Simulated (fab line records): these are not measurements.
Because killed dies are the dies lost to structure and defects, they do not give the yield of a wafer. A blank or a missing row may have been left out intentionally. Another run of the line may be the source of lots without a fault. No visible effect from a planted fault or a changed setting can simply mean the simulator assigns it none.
fab line records	flow ritCmos
record: lots: 7	wafers: 21	lastDay: 8
route steps=202 shown GATE@89 REOX@98 NLDD@103 PLDD@114 SPACER@125 M1@202
lots with no fault: from the same line, run without faults
startH: hours from the record's opening day to when the first of the lot's shown wafers began	waitH: how many hours have passed since the lot's step before this one	" repeats the value in the row above	L1.1+2: a single row standing in for several wafers	- no value, or no start was given	* or withheld: withheld	< > ~ a bound
route shown NAME@n: a module of which the file shows steps, and the number in the route of the first	usual: average and standard deviation across the fault-free wafers	same: alike in all rows	chamber/n: place in a boat	sites: readings site by site	_std_site: how widely they spread, as a standard deviation	_edge_site: outer sites' mean less inner sites'	radiusMm: for every site, how far away it sits from the centre of the wafer	mask NAME#n: copy n	behind: the most recent tool/chamber to have shaped the wafer	hold: why the lot went on hold/how many hours it stayed there/how the hold came to an end	device: whichever transistor did not switch (one of n, p or np)	end of line: at the end of the route, the tests of the same wafers	a step given without rows: its recipe and nothing more	killed: count of dies lost to structure and defects at first sort (not the wafer's yield)	map: dies across one wafer; x = killed, . = not, _ = none there
set.NAME: the setting the step ran with; set.NAME@STEP: the setting that earlier step ran with	model.NAME: the simulator's own value behind a step, which no gauge read
lots seen at some steps along the route; tables by step, rows by wafer
services: a tool's chamber out of use, with start hour (startH, from the record's first day; less than 0 if before it), hours out, and reason
== steps ==
step: RIT_GATE_EXPOSE_13
recipe: maskId: M6	na: 0.6	sourceShape: conventional	sigmaOuter: 0.6	targetCdNm: 150	doseMj: 380
step: RIT_GATE_PEB_14
recipe: resist: NOVOLAK	tempC: withheld	timeS: withheld
step: RIT_GATE_DEVELOP_15
recipe: resist: NOVOLAK	developTimeS: 50	devTempC: 23
step: RIT_GATE_CD_MEAS_16
recipe: targetCdNm: 150
usual: cdNm: 149.3/2.3
lot.wafer	tool	chamber	startH	waitH	cdNm
L523.2	cdSem-01	-	44.24	-	147.3
L523.3	"	-	"	"	147.4
L523.5	"	-	"	"	148.3
L525.4	cdSem-02	-	56.84	-	149.5
L525.5	"	-	"	"	149.5
L525.6	"	-	"	"	151.7
L535.1	cdSem-02	-	105.53	-	150.2
L535.3	"	-	"	"	150.7
L535.6	"	-	"	"	150.0
L537.2	cdSem-01	-	114.50	-	151.3
L537.3	"	-	"	"	152.4
L537.4	"	-	"	"	151.9
L540.2	cdSem-02	-	127.72	-	145.1
L540.4	"	-	"	"	149.8
L540.5	"	-	"	"	148.1
L544.1	cdSem-01	-	154.81	-	145.9
L544.2	"	-	"	"	147.9
L544.6	"	-	"	"	147.8
L545.1	cdSem-01	-	157.33	-	147.4
L545.3	"	-	"	"	148.7
L545.4	"	-	"	"	148.2
step: RIT_GATE_OVL_MEAS_17
usual: GATE_OVL: 0.6/1.3
lot.wafer	tool	chamber	startH	waitH	GATE_OVL[nm]
L523.2	overlay-01	-	44.35	0.1	-0.6
L523.3	"	-	"	"	-0.6
L523.5	"	-	"	"	-1.0
L525.4	overlay-01	-	56.92	0.1	-0.3
L525.5	"	-	"	"	0.1
L525.6	"	-	"	"	0.2
L535.1	overlay-02	-	105.65	0.1	1.0
L535.3	"	-	"	"	-0.4
L535.6	"	-	"	"	0.3
L537.2	overlay-01	-	114.60	0.1	-0.6
L537.3	"	-	"	"	-1.1
L537.4	"	-	"	"	-0.5
L540.2	overlay-01	-	127.83	0.1	2.7
L540.4	"	-	"	"	1.3
L540.5	"	-	"	"	-0.5
L544.1	overlay-01	-	154.93	0.1	1.5
L544.2	"	-	"	"	2.2
L544.6	"	-	"	"	1.6
L545.1	overlay-01	-	157.45	0.1	0.1
L545.3	"	-	"	"	-0.4
L545.4	"	-	"	"	-0.2
step: RIT_GATE_HARDBAKE_18
recipe: resist: NOVOLAK	tempC: 140	timeS: 60
step: RIT_GATE_ETCH_19
recipe: chemistry: SF6/CHF3/O2	timeS: 165	SF6_flow_sccm: 30	CHF3_flow_sccm: 30	O2_flow_sccm: 5	target: poly-Si	pressureMtorr: 40	rfW: 160	targetDepthA: 3125	overEtchFrac: 0.25	stopOn: SiO2
usual: SF6_flow_sccm: 30.00/0.085	drypumpMotorCurrentA: 5.4/0.58	oesProductAu: 0.836/0.011	throttleValvePct: 10.17/0.13
lot.wafer	tool	chamber	startH	waitH	SF6_flow_sccm	drypumpMotorCurrentA	oesProductAu	rfHoursCounterH	throttleValvePct
L523.2	rieSi-02	1	44.53	0.1	30.06	5.3	0.852	125	10.07
L523.3	"	2	"	"	30.11	6.4	0.840	135	10.25
L523.5	"	1	"	"	29.83	5.3	0.841	-	10.05
L525.4	rieSi-02	2	57.08	0.1	30.06	6.3	0.837	135	10.26
L525.5	"	0	"	"	29.99	5.1	0.838	-	10.25
L525.6	"	3	"	"	30.01	5.4	0.846	-	10.46
L535.1	rieSi-02	2	105.83	0.1	30.03	6.3	0.832	135	10.24
L535.3	"	0	"	"	29.87	5.0	0.829	56	10.27
L535.6	"	1	"	"	30.06	5.3	0.836	-	10.06
L537.2	rieSi-02	0	114.78	0.1	29.94	5.0	0.839	56	10.25
L537.3	"	1	"	"	30.13	5.3	0.838	125	10.07
L537.4	"	3	"	"	29.93	5.4	0.846	0	10.48
L540.2	rieSi-01	1	128.01	0.1	30.05	4.9	0.821	28	10.00
L540.4	"	2	"	"	30.06	4.8	0.826	2	10.26
L540.5	"	1	"	"	30.03	4.9	0.820	-	10.00
L544.1	rieSi-01	1	155.11	0.1	30.04	4.9	0.818	28	10.01
L544.2	"	2	"	"	29.99	4.8	0.818	2	10.26
L544.6	"	2	"	"	30.11	4.8	0.838	-	10.25
L545.1	rieSi-02	1	157.69	0.1	29.91	5.3	0.831	126	10.04
L545.3	"	3	"	"	29.97	5.4	0.852	0	10.47
L545.4	"	0	"	"	29.93	5.1	0.842	56	10.23
step: RIT_GATE_STRIP_20
recipe: chemistry: O2	timeS: 180	resist: NOVOLAK	platenTempC: withheld	powerW: 500	pressureMtorr: 4000	o2FlowSccm: 3935
usual: drypumpMotorCurrentA: 5.8/0.34
lot.wafer	tool	chamber	startH	waitH	drypumpMotorCurrentA	rfHoursCounterH
L523.2	plasmaAsher-01	0	44.63	0.1	5.4	36
L523.3	"	0	"	"	5.4	-
L523.5	"	1	"	"	6.4	-
L525.4	plasmaAsher-03	1	57.25	0.1	5.5	-
L525.5	"	1	"	"	5.5	-
L525.6	"	0	"	"	5.5	-
L535.1	plasmaAsher-04	1	105.94	0.1	5.8	48
L535.3	"	0	"	"	6.0	-
L535.6	"	0	"	"	6.0	-
L537.2	plasmaAsher-04	0	114.89	0.1	6.0	49
L537.3	"	1	"	"	5.8	-
L537.4	"	0	"	"	6.0	-
L540.2	plasmaAsher-04	1	128.12	0.1	5.8	51
L540.4	"	0	"	"	6.0	-
L540.5	"	1	"	"	5.8	-
L544.1	plasmaAsher-04	0	155.22	0.1	6.0	53
L544.2	"	1	"	"	5.8	53
L544.6	"	1	"	"	5.8	-
L545.1	plasmaAsher-04	0	157.79	0.1	6.0	53
L545.3	"	1	"	"	5.8	-
L545.4	"	0	"	"	6.0	-
step: RIT_GATE_CD_MEAS_90
recipe: targetCdNm: 150
usual: cdNm: 149.3/2.2
lot.wafer	tool	chamber	startH	waitH	cdNm
L523.2	cdSem-01	-	44.83	0.1	147.2
L523.3	"	-	"	"	147.3
L523.5	"	-	"	"	148.2
L525.4	cdSem-02	-	57.43	0.1	149.8
L525.5	"	-	"	"	149.3
L525.6	"	-	"	"	151.8
L535.1	cdSem-02	-	106.12	0.1	149.8
L535.3	"	-	"	"	150.4
L535.6	"	-	"	"	149.7
L537.2	cdSem-01	-	115.09	0.1	150.9
L537.3	"	-	"	"	152.2
L537.4	"	-	"	"	151.7
L540.2	cdSem-02	-	128.31	0.1	145.2
L540.4	"	-	"	"	150.0
L540.5	"	-	"	"	148.0
L544.1	cdSem-02	-	155.40	0.1	146.3
L544.2	"	-	"	"	148.2
L544.6	"	-	"	"	147.7
L545.1	cdSem-01	-	157.97	0.1	147.6
L545.3	"	-	"	"	148.7
L545.4	"	-	"	"	147.7
step: RIT_REOX_CLEAN_00
recipe: chemistry: SC1	mix: 3:3:50	timeS: 600	tempC: 75
step: RIT_REOX_CLEAN_01
recipe: chemistry: dHF	dilution: 50:1	timeS: 30
step: RIT_REOX_CLEAN_02
recipe: chemistry: SC2	mix: 3:3:50	timeS: 600	tempC: 75	dry: n2Spin
step: RIT_REOX_OXIDATION_03
recipe: tempC: 900	ambient: O2	targetThkA: 252	oxTimeS: 5580
usual: spikeTcCentreC: 902.6/2.6	spikeTcLoadC: 927.8/1.6	spikeTcSourceC: 923.8/1.7
same: oxTimeS: 5580
lot.wafer	tool	chamber	startH	waitH	spikeTcCentreC	spikeTcLoadC	spikeTcSourceC	model.SiO2_of_REOX_OXIDATION_03.thkNm
L523.2	furnace-01	0	46.01	0.7	899.8	927.3	923.5	24.12
L523.3	"	0	"	"	899.8	926.6	923.1	24.08
L523.5	"	0	"	"	900.1	928.0	923.7	24.45
L525.4	furnace-03	0	59.64	1.8	904.2	927.7	922.9	25.21
L525.5	"	0	"	"	904.3	931.0	924.8	25.25
L525.6	"	0	"	"	905.2	930.6	925.1	24.84
L535.1	furnace-03	0	107.79	1.2	915.0	940.2	932.9	27.37
L535.3	"	0	"	"	914.5	938.8	931.3	27.86
L535.6	"	0	"	"	916.7	938.4	932.0	27.61
L537.2	furnace-03	0	117.34	1.4	915.1	937.0	933.8	27.67
L537.3	"	0	"	"	915.8	937.8	933.8	27.89
L537.4	"	0	"	"	915.0	939.4	934.1	27.46
L540.2	furnace-03	0	129.51	0.4	915.7	938.6	934.6	27.22
L540.4	"	0	"	"	914.7	939.2	932.9	27.22
L540.5	"	0	"	"	914.2	938.9	933.1	27.41
L544.1	furnace-01	0	157.05	1.1	899.2	925.9	924.2	25.07
L544.2	"	0	"	"	900.3	926.8	922.4	24.81
L544.6	"	0	"	"	898.5	927.2	924.3	24.84
L545.1	furnace-01	0	160.92	2.4	899.6	927.3	924.7	25.13
L545.3	"	0	"	"	900.1	929.3	923.4	25.5
L545.4	"	0	"	"	898.6	927.5	923.7	25.43
step: RIT_REOX_THK_MEAS_04
recipe: reads: SiO2_of_REOX_OXIDATION_03
usual: REOX_OXIDE_THK: 24.8/0.59
lot.wafer	tool	chamber	startH	waitH	REOX_OXIDE_THK[nm]
L523.2	filmMetro-03	-	48.57	0.0	24.2
L523.3	"	-	"	"	24.0
L523.5	"	-	"	"	24.4
L525.4	filmMetro-03	-	62.22	0.0	25.2
L525.5	"	-	"	"	25.3
L525.6	"	-	"	"	24.9
L535.1	filmMetro-02	-	110.34	0.0	27.4
L535.3	"	-	"	"	27.9
L535.6	"	-	"	"	27.6
L537.2	filmMetro-02	-	119.90	0.0	27.7
L537.3	"	-	"	"	27.9
L537.4	"	-	"	"	27.5
L540.2	filmMetro-01	-	132.07	0.0	27.2
L540.4	"	-	"	"	27.2
L540.5	"	-	"	"	27.4
L544.1	filmMetro-03	-	159.60	0.0	25.1
L544.2	"	-	"	"	24.8
L544.6	"	-	"	"	24.8
L545.1	filmMetro-02	-	163.47	0.0	25.1
L545.3	"	-	"	"	25.5
L545.4	"	-	"	"	25.5
step: RIT_NLDD_HMDS_00
recipe: primeTimeS: 60	primeTempC: 140
step: RIT_NLDD_COAT_01
recipe: resist: NOVOLAK	spinRpm: 3250	resistThkNm: 1000
step: RIT_NLDD_SOFTBAKE_02
recipe: resist: NOVOLAK	tempC: 90	timeS: 60
step: RIT_NLDD_EXPOSE_03
recipe: maskId: M7	na: 0.57	targetCdNm: 40700	doseMj: 250
step: RIT_NLDD_PEB_04
recipe: resist: NOVOLAK	tempC: withheld	timeS: withheld
step: RIT_NLDD_DEVELOP_05
recipe: resist: NOVOLAK	developTimeS: 50	devTempC: 23
step: RIT_NLDD_OVL_MEAS_06
usual: NLDD_OVL: 0.0/1.3
lot.wafer	tool	chamber	startH	waitH	NLDD_OVL[nm]
L523.2	overlay-01	-	49.76	-	1.1
L523.3	"	-	"	"	-0.3
L523.5	"	-	"	"	1.4
L525.4	overlay-02	-	63.36	-	-0.8
L525.5	"	-	"	"	-0.5
L525.6	"	-	"	"	0.3
L535.1	overlay-01	-	111.48	-	-1.2
L535.3	"	-	"	"	-1.9
L535.6	"	-	"	"	0.1
L537.2	overlay-02	-	121.09	-	-1.0
L537.3	"	-	"	"	0.4
L537.4	"	-	"	"	-0.1
L540.2	overlay-01	-	132.98	-	1.8
L540.4	"	-	"	"	-0.5
L540.5	"	-	"	"	1.2
L544.1	overlay-01	-	160.53	-	-0.8
L544.2	"	-	"	"	0.4
L544.6	"	-	"	"	0.9
L545.1	overlay-01	-	164.38	-	-0.3
L545.3	"	-	"	"	-2.1
L545.4	"	-	"	"	-1.4
step: RIT_NLDD_HARDBAKE_07
recipe: resist: NOVOLAK	tempC: 140	timeS: 60
step: RIT_NLDD_IMPLANT_08
recipe: species: P	energyKev: 20	doseCm2: 5e+14	tiltDeg: 7
step: RIT_NLDD_STRIP_09
recipe: chemistry: O2	timeS: 180	resist: NOVOLAK	platenTempC: withheld	powerW: 500	pressureMtorr: 3855	o2FlowSccm: 4000
usual: drypumpMotorCurrentA: 5.8/0.34
lot.wafer	tool	chamber	startH	waitH	drypumpMotorCurrentA	rfHoursCounterH
L523.2	plasmaAsher-02	0	50.09	0.1	5.7	40
L523.3	"	0	"	"	5.7	-
L523.5	"	0	"	"	5.7	-
L525.4	plasmaAsher-04	1	63.73	0.1	5.8	-
L525.5	"	0	"	"	6.0	-
L525.6	"	1	"	"	5.8	-
L535.1	plasmaAsher-02	0	111.82	0.1	5.7	47
L535.3	"	1	"	"	6.5	-
L535.6	"	1	"	"	6.6	-
L537.2	plasmaAsher-02	1	121.46	0.1	6.5	49
L537.3	"	1	"	"	6.5	-
L537.4	"	0	"	"	5.7	-
L540.2	plasmaAsher-04	0	133.31	0.1	6.0	51
L540.4	"	0	"	"	6.0	-
L540.5	"	0	"	"	6.0	-
L544.1	plasmaAsher-04	1	160.86	0.1	5.8	54
L544.2	"	0	"	"	6.0	54
L544.6	"	1	"	"	5.8	-
L545.1	plasmaAsher-04	0	164.71	0.1	6.0	54
L545.3	"	1	"	"	5.8	-
L545.4	"	0	"	"	6.0	-
step: RIT_NLDD_TW_MEAS_10
usual: NLDD_TW: 2497/17
lot.wafer	tool	chamber	startH	waitH	NLDD_TW
L523.2	filmMetro-01	-	50.27	0.1	2522
L523.3	"	-	"	"	2529
L523.5	"	-	"	"	2518
L525.4	filmMetro-03	-	63.88	0.1	2491
L525.5	"	-	"	"	2493
L525.6	"	-	"	"	2503
L535.1	filmMetro-03	-	111.99	0.1	2475
L535.3	"	-	"	"	2477
L535.6	"	-	"	"	2483
L537.2	filmMetro-03	-	121.65	0.1	2500
L537.3	"	-	"	"	2500
L537.4	"	-	"	"	2493
L540.2	filmMetro-03	-	133.49	0.1	2489
L540.4	"	-	"	"	2491
L540.5	"	-	"	"	2482
L544.1	filmMetro-01	-	161.04	0.1	2533
L544.2	"	-	"	"	2521
L544.6	"	-	"	"	2514
L545.1	filmMetro-01	-	164.89	0.1	2509
L545.3	"	-	"	"	2514
L545.4	"	-	"	"	2520
step: RIT_PLDD_HMDS_00
recipe: primeTimeS: 60	primeTempC: 140
step: RIT_PLDD_COAT_01
recipe: resist: NOVOLAK	spinRpm: 3250	resistThkNm: 1000
step: RIT_PLDD_SOFTBAKE_02
recipe: resist: NOVOLAK	tempC: 90	timeS: 60
step: RIT_PLDD_EXPOSE_03
recipe: maskId: M8	na: 0.57	targetCdNm: 40900	doseMj: 250
step: RIT_PLDD_PEB_04
recipe: resist: NOVOLAK	tempC: withheld	timeS: withheld
step: RIT_PLDD_DEVELOP_05
recipe: resist: NOVOLAK	developTimeS: 50	devTempC: 23
step: RIT_PLDD_OVL_MEAS_06
usual: PLDD_OVL: -0.2/1.6
lot.wafer	tool	chamber	startH	waitH	PLDD_OVL[nm]
L523.2	overlay-01	-	51.30	-	2.6
L523.3	"	-	"	"	0.6
L523.5	"	-	"	"	-0.7
L525.4	overlay-01	-	64.90	-	-0.8
L525.5	"	-	"	"	-0.2
L525.6	"	-	"	"	-0.8
L535.1	overlay-02	-	112.90	-	-1.0
L535.3	"	-	"	"	-1.7
L535.6	"	-	"	"	-0.7
L537.2	overlay-01	-	122.55	-	1.1
L537.3	"	-	"	"	-1.6
L537.4	"	-	"	"	0.1
L540.2	overlay-01	-	134.40	-	-0.8
L540.4	"	-	"	"	-0.4
L540.5	"	-	"	"	-1.9
L544.1	overlay-01	-	161.95	-	-1.3
L544.2	"	-	"	"	0.2
L544.6	"	-	"	"	0.2
L545.1	overlay-01	-	165.80	-	-0.6
L545.3	"	-	"	"	0.1
L545.4	"	-	"	"	1.8
step: RIT_PLDD_HARDBAKE_07
recipe: resist: NOVOLAK	tempC: 140	timeS: 60
step: RIT_PLDD_IMPLANT_08
recipe: species: BF2	energyKev: 20	doseCm2: 9.109e+14	tiltDeg: 7
step: RIT_PLDD_STRIP_09
recipe: chemistry: O2	timeS: 180	resist: NOVOLAK	platenTempC: withheld	powerW: 500	pressureMtorr: 4000	o2FlowSccm: 4000
usual: drypumpMotorCurrentA: 6.0/0.37
lot.wafer	tool	chamber	startH	waitH	drypumpMotorCurrentA	rfHoursCounterH
L523.2	plasmaAsher-01	1	51.63	0.1	6.4	37
L523.3	"	0	"	"	5.5	-
L523.5	"	0	"	"	5.5	-
L525.4	plasmaAsher-01	1	65.28	0.1	6.4	-
L525.5	"	0	"	"	5.4	-
L525.6	"	1	"	"	6.4	-
L535.1	plasmaAsher-02	1	113.24	0.1	6.5	48
L535.3	"	0	"	"	5.7	-
L535.6	"	1	"	"	6.5	-
L537.2	plasmaAsher-02	1	122.88	0.1	6.5	49
L537.3	"	1	"	"	6.5	-
L537.4	"	0	"	"	5.7	-
L540.2	plasmaAsher-01	1	134.73	0.1	6.4	2
L540.4	"	0	"	"	5.4	-
L540.5	"	0	"	"	5.5	-
L544.1	plasmaAsher-04	1	162.28	0.1	5.8	54
L544.2	"	0	"	"	6.0	54
L544.6	"	0	"	"	6.0	-
L545.1	plasmaAsher-04	1	166.13	0.1	5.8	54
L545.3	"	1	"	"	5.8	-
L545.4	"	0	"	"	6.0	-
step: RIT_PLDD_TW_MEAS_10
usual: PLDD_TW: 2359/15
lot.wafer	tool	chamber	startH	waitH	PLDD_TW
L523.2	filmMetro-03	-	51.82	0.1	2347
L523.3	"	-	"	"	2352
L523.5	"	-	"	"	2353
L525.4	filmMetro-01	-	65.43	0.1	2375
L525.5	"	-	"	"	2396
L525.6	"	-	"	"	2376
L535.1	filmMetro-04	-	113.41	0.1	2336
L535.3	"	-	"	"	2340
L535.6	"	-	"	"	2333
L537.2	filmMetro-03	-	123.07	0.1	2363
L537.3	"	-	"	"	2344
L537.4	"	-	"	"	2355
L540.2	filmMetro-01	-	134.91	0.1	2374
L540.4	"	-	"	"	2381
L540.5	"	-	"	"	2378
L544.1	filmMetro-04	-	162.46	0.1	2348
L544.2	"	-	"	"	2349
L544.6	"	-	"	"	2342
L545.1	filmMetro-03	-	166.31	0.1	2345
L545.3	"	-	"	"	2328
L545.4	"	-	"	"	2336
step: RIT_SPACER_CLEAN_00
recipe: chemistry: SC1	mix: 3:3:50	timeS: 600	tempC: 75
lot.wafer	tool	chamber	startH	waitH	model.SiO2_of_REOX_OXIDATION_03.thkNm
L523.2	wetBench-01	0	51.87	0.0	22.26
L523.3	"	0	"	"	22.23
L523.5	"	0	"	"	22.57
L525.4	wetBench-03	3	65.46	0.0	23.26
L525.5	"	3	"	"	23.3
L525.6	"	3	"	"	22.92
L535.1	wetBench-02	3	113.47	0.1	25.25
L535.3	"	3	"	"	25.71
L535.6	"	3	"	"	25.48
L537.2	wetBench-02	2	123.12	0.0	25.57
L537.3	"	2	"	"	25.75
L537.4	"	2	"	"	25.37
L540.2+4	wetBench-03	1	134.96	0.0	25.12
L540.5	"	1	"	"	25.29
L544.1	wetBench-03	0	162.52	0.1	23.1
L544.2	"	0	"	"	22.87
L544.6	"	0	"	"	22.89
L545.1	wetBench-02	0	166.37	0.1	23.21
L545.3	"	0	"	"	23.53
L545.4	"	0	"	"	23.47
step: RIT_SPACER_CLEAN_01
recipe: chemistry: dHF	dilution: 50:1	timeS: 30
step: RIT_M1_PROBE_99
usual: killedAtContacts: 0.0/0.2	killedAtFrontEnd: 6.8/3	killedDies: 6.9/3	killedOpen: 3.3/1.9	killedShort: 3.6/1.9
same: grossDies: 264	killed_at_M0_to_M3: 0	killed_at_M4_up: 0	killedAtBackSide: 0	killedAtOther: 0
lot.wafer	tool	chamber	startH	waitH	killedAtContacts	killedAtFrontEnd	killedDies	killedOpen	killedShort
L540.2	prober-02	-	148.04	0.1	0	13	13	6	7
L540.4	prober-02	-	148.14	0.2	0	5	5	2	3
L540.5	prober-02	-	148.19	0.2	0	4	4	2	2
killed by level:class
L540.2 SPACER:geometricParticle:short=3 FOX2:geometricParticle:open=2 REOX:geometricParticle:open=2 SPACER:geometricParticle:open=2 FOX2:geometricParticle:short=1 GATE:geometricParticle:short=1 REOX:geometricParticle:short=1 SILICIDE:geometricParticle:short=1
L540.4 FOX1:geometricParticle:open=2 FOX1:geometricParticle:short=1 REOX:geometricParticle:short=1 SPACER:geometricParticle:short=1
L540.5 FOX1:geometricParticle:open=2 FOX1:geometricParticle:short=2
== services ==
tool	chamber	startH	hours	kind
furnace-03	-	43.44	3.8	pm
plasmaAsher-04	-	46.25	2.0	repair
furnace-01	-	48.56	2.7	pm
rieSi-02	3	59.46	3.8	repair
rieSi-02	3	74.93	-	clean
rieSi-02	3	74.93	17.9	scheduledDown
rieSi-02	3	74.93	17.9	ventCycle
plasmaAsher-01	-	108.75	9.0	pm
plasmaAsher-01	0	108.75	9.0	ventCycle
plasmaAsher-01	1	108.75	9.0	ventCycle
furnace-03	-	112.27	1.0	pm
plasmaAsher-01	0	117.75	-	clean
plasmaAsher-01	1	117.75	-	clean
plasmaAsher-02	-	142.05	0.5	repair
plasmaAsher-01	-	145.83	2.8	pm
rieSi-02	2	163.51	7.0	repair
rieSi-02	-	163.70	1.2	repair
== key ==
firstSign: step: RIT_REOX_OXIDATION_03	reading: spikeTcLoadC	direction: up	sigmas: 6.9	usual: 927.8	struck: 938.7
effect: step: RIT_REOX_OXIDATION_03	reading: spikeTcSourceC	direction: up	sigmas: 5.6	usual: 923.8	struck: 933.2
effect: step: RIT_REOX_THK_MEAS_04	reading: REOX_OXIDE_THK	direction: up	sigmas: 4.7	usual: 24.8	struck: 27.5
modelEffect: step: RIT_REOX_OXIDATION_03	value: SiO2_of_REOX_OXIDATION_03.thkNm	without: 24.83	struck: 27.52
modelEffect: step: RIT_SPACER_CLEAN_00	value: SiO2_of_REOX_OXIDATION_03.thkNm	without: 22.92	struck: 25.41
metAt RIT_REOX_OXIDATION_03
struckWafers L535.1,L535.3,L535.6,L537.2,L537.3,L537.4,L540.2,L540.4,L540.5
testerLeftOut L535,L537,L540
onsetBetween 59.64 107.79
fault: kind: processParameterDrift	tool: furnace-03	chamber: -	onsetH: 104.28	steps: RIT_REOX_OXIDATION_03	channel: tempC	offset: *	shape: step	endH: 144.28	actsIn: *	stated: *
testerLeftOut: of these lots the tester's yield and bins aren't shown, on N5 and GAA mostly nor the transistor test; their killed dies are dies lost to structure and defects alone, not to doping, threshold or leakage, so they don't give the yield
